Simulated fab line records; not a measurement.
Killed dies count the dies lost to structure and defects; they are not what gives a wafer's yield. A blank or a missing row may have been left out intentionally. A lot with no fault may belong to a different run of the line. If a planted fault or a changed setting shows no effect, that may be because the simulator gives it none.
Which tool is to blame?	flow rit_cmos	14 lots with 42 wafers sampled at 2 steps, on a route of 202 steps

## WHAT THE GAUGES SHOWED, per wafer
RIT_GATE_THK_MEAS_09.
lot	measured	on	GATE_POLY_THK (nm)
L254	day 2 20:28	film_metro-02	247.9 250.4 248.6
L255	day 3 02:23	film_metro-01	246.9 247.6 251.1
L256	day 3 02:23	film_metro-02	246.4 246.7 245.0
L257	day 3 09:43	film_metro-01	251.8 252.7 251.4
L258	day 3 09:41	film_metro-02	252.2 251.5 253.2
L259	day 3 13:41	film_metro-01	246.3 246.8 246.5
L260	day 3 22:44	film_metro-02	249.3 248.5 250.9
L261	day 4 02:17	film_metro-01	248.1 248.5 249.1
L262	day 4 05:38	film_metro-04	251.7 249.3 251.9
L263	day 4 14:05	film_metro-02	353.4 353.5 355.7
L264	day 4 18:08	film_metro-01	360.8 357.5 359.8
L270	day 6 01:01	film_metro-04	250.6 250.5 251.2
L273	day 6 13:07	film_metro-01	248.3 247.9 248.6
L277	day 7 11:08	film_metro-01	251.2 252.0 250.3

## WHAT TOOL EACH LOT RAN ON (gives the tool, then ch and the chambers of the sampled wafers, and finally the start)
lot	RIT_GATE_CVD_08
L254	lpcvd-01 ch 0, day 2 18:51
L255	lpcvd-01 ch 0, day 3 00:46
L256	lpcvd-01 ch 0, day 3 00:46
L257	lpcvd-01 ch 1, day 3 08:04
L258	lpcvd-01 ch 1, day 3 08:04
L259	lpcvd-01 ch 1, day 3 12:04
L260	lpcvd-01 ch 0, day 3 21:07
L261	lpcvd-01 ch 1, day 4 00:38
L262	lpcvd-01 ch 0, day 4 04:01
L263	lpcvd-01 ch 1, day 4 12:28
L264	lpcvd-01 ch 1, day 4 16:31
L270	lpcvd-02 ch 0, day 5 23:23
L273	lpcvd-02 ch 1, day 6 11:30
L277	lpcvd-01 ch 1, day 7 09:31
- RIT_GATE_CVD_08: deposits poly-Si from SiH4, target thk 250 nm, time 2220 s.

## AS READ BY THE TOOLS THEMSELVES (means over the sampled wafers that have a number; for cases with no such wafer, the mark the record gives instead)
RIT_GATE_CVD_08.
lot	tool	spike_tc_centre_C (C)	spike_tc_load_C (C)	spike_tc_source_C (C)	susceptor_temp_C (C)
L254	lpcvd-01	612.3	628.9	631.3	610.0
L255	lpcvd-01	612.9	628.0	630.7	610.4
L256	lpcvd-01	611.5	628.2	629.8	609.9
L257	lpcvd-01	612.0	632.3	626.9	610.5
L258	lpcvd-01	611.7	631.7	626.7	609.7
L259	lpcvd-01	611.9	632.2	626.4	609.8
L260	lpcvd-01	613.4	629.4	630.5	610.0
L261	lpcvd-01	612.6	632.0	627.4	610.6
L262	lpcvd-01	612.6	629.2	630.8	610.0
L263	lpcvd-01	626.5	646.5	642.0	624.6
L264	lpcvd-01	626.7	647.8	641.3	624.5
L270	lpcvd-02	612.8	629.3	627.5	610.0
L273	lpcvd-02	610.8	632.6	631.2	609.8
L277	lpcvd-01	612.1	632.3	626.2	610.3

## THE ANSWER, worked out from the rows above alone
Rule: what is usual is taken from the lots themselves. The widest of any qualifying gaps counts: lots, ordered by their means at a reading, are off when they make up no more than a third of the lots, leave a main group of 4 or more, and stand apart from it by 3 or more times the standard deviation of that group's means. A main group whose means are all the same, to the digits that the tables above print for the reading, isn't used. A lot without any number at a reading at which 4 lots or more have one is off too. Where the step has rows for the other lots, those lots are counted as sound. First the gauges in route order, then the tools' own readings, where a lot's mean is used as printed above. The first step at which some lot is off is used, and at that step the reading that is off furthest; a lot without a number counts as furthest.
Off: L263, L264, at RIT_GATE_THK_MEAS_09 (GATE_POLY_THK). The main group has a mean of 249.5 nm with a standard deviation of 1.9.
A tool fits if, at a process step before that reading, it ran every lot that is off, and no sound lot after the first of them. Not tried: the gauges at RIT_GATE_THK_MEAS_09; whatever is off there is also off at RIT_GATE_CVD_08, on other tools, and gauge error can't account for it. Not one of the candidates tried fits.

## WHAT THE SIMULATOR HAD PUT IN
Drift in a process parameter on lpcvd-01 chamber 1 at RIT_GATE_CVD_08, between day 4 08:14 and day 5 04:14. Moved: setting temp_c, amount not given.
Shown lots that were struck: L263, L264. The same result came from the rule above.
